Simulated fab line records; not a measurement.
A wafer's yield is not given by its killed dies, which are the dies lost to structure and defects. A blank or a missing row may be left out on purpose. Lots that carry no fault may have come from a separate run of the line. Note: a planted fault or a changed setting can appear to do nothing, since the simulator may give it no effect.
A sampling plan put to the test    flow rit cmos    8 faults told of in these records, all on one fab line, each judged by the records of the lots it struck
The plan is the line's own looks: the steps of the route at which a gauge or an inspection reads the wafer and doesn't change it. A look can be judged if struck wafers have a number there and the file gives its usual mean and standard deviation on fault-free wafers. Caught: a look later than the fault's first step finds the struck wafers' mean 4 or more of those standard deviations (sigma) from the usual mean. On the tool: the identical test, applied to the tool's own readings at the steps of the fault. A different recipe on the struck wafers counts as caught too, as does a record blank only for those wafers.

== THE FAULTS, as the simulator had put them in ==
1. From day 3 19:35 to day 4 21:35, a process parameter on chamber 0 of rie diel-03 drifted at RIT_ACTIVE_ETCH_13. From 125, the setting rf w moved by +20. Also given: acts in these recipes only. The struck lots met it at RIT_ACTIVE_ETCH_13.
2. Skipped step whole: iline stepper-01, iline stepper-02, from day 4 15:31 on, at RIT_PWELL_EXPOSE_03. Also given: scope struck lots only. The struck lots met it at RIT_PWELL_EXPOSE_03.
3. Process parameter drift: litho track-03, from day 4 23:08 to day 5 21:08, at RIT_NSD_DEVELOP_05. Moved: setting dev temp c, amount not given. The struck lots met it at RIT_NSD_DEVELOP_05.
4. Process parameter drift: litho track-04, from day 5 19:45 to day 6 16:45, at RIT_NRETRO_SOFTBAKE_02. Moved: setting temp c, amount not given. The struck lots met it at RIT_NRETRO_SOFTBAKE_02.
5. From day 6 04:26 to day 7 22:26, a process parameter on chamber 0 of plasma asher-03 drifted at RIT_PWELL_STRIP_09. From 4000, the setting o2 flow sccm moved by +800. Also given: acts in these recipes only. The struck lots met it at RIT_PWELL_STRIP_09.
6. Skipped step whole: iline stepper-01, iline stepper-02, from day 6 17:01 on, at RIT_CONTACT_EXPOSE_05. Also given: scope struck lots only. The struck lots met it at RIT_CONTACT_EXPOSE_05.
7. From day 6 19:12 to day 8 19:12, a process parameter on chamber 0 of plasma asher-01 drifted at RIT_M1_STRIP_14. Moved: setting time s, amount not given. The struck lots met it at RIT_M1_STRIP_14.
8. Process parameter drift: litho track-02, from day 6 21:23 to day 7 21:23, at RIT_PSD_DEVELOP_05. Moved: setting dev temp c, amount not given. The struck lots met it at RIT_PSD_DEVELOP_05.

== WHAT THE PLAN SAW ==
fault  on the tool itself                first look that catches it                    reading, sigma  median hours from its first step to that look  hours from the fault's start to the first struck lot there  judged looks passed uncaught
1      rf fwd power W +55 sigma          not the one look that can be judged after it  -               -                                              -                                                           1
2      no reading that can be judged     no look after it can be judged                -               -                                              -                                                           0
3      developer temp C +8.4 sigma       no look after it can be judged                -               -                                              -                                                           0
4      heater power total W -41 sigma    not the one look that can be judged after it  -               -                                              -                                                           1
5      o2 flow sccm +71 sigma            no look after it can be judged                -               -                                              -                                                           0
6      no reading that can be judged     no look after it can be judged                -               -                                              -                                                           0
7      run length s -99 or beyond sigma  no look after it can be judged                -               -                                              -                                                           0
8      developer temp C -8.0 sigma       no look after it can be judged                -               -                                              -                                                           0
A dash: the fault isn't caught, or these records don't give the number.

Caught at a look: 0 of 8. Caught on the tool: 6 of 8. By one or the other: 6 of 8.
On the tool alone, faults 1, 3, 4, 5, 7, 8 were caught.
Caught by neither: faults 2, 6.
